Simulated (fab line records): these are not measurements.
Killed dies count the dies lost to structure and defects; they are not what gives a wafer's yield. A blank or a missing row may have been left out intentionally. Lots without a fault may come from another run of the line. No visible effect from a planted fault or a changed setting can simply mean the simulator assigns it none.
What tool caused it?	flow berkeleyCmos170	Sampling: 6 lots, 18 wafers, 3 of 331 route steps

== WHAT THE GAUGES READ, wafer by wafer ==
UCB170_M2_CD_MEAS_90: the cd target is 700 nm.
lot	measured	on	cdNm (nm)
L170	day 7 21:43	cdSem-01	698.0 697.8 699.4
L172	day 8 06:20	cdSem-02	699.7 701.7 701.0
L174	day 8 19:58	cdSem-01	694.0 695.1 696.3
L176	day 9 06:43	cdSem-02	699.9 702.4 697.4
L183	day 10 23:30	cdSem-02	696.1 696.8 697.7
L188	day 11 19:16	cdSem-02	698.0 694.9 700.1

== TOOL THAT RAN EACH LOT (tool first, then ch and the chambers of the sampled wafers, then the start) ==
lot	UCB170_NWELL_ETCH_13	UCB170_NWELL_STRIP_15
L170	rieDiel-03 ch 0,2,3, day 2 15:43	plasmaAsher-02 ch 0,1, day 2 16:00
L172	rieDiel-03 ch 2,3, day 3 01:22	plasmaAsher-01 ch 0, day 3 01:37
L174	rieDiel-01 ch 1,2, day 3 15:27	plasmaAsher-02 ch 0,1, day 3 15:42
L176	rieDiel-03 ch 2,3, day 4 04:47	plasmaAsher-02 ch 0,1, day 4 05:02
L183	rieDiel-04 ch 0,1,3, day 5 13:23	plasmaAsher-04 ch 0,1, day 5 13:38
L188	rieDiel-01 ch 1,3, day 6 15:36	plasmaAsher-01 ch 0,1, day 6 15:51
- UCB170_NWELL_ETCH_13: etches Si3N4 in CH3F/Ar/O2, stops on SiO2, target depth 246.4 nm, time 154 s.
- UCB170_NWELL_STRIP_15: strips in O2.

== THE ANSWER, worked out from the rows above alone ==
Rule: what is usual is taken from the lots themselves. Put in order of their means at a reading, lots are off if they are a third of the lots or fewer, leave a main group of 4 or more, and stand apart from it by a gap of 3 or more times the standard deviation of the main group's means; of several such gaps the widest counts. If all means in a main group match to the digits the tables above print for the reading, that group is not used. A lot without any number at a reading at which 4 lots or more have one is off too. Where the step has rows for the other lots, those lots are counted as sound.
Across all readings shown, no lot is off: no conclusion can be drawn from this.

== WHAT THE SIMULATOR HAD INSERTED ==
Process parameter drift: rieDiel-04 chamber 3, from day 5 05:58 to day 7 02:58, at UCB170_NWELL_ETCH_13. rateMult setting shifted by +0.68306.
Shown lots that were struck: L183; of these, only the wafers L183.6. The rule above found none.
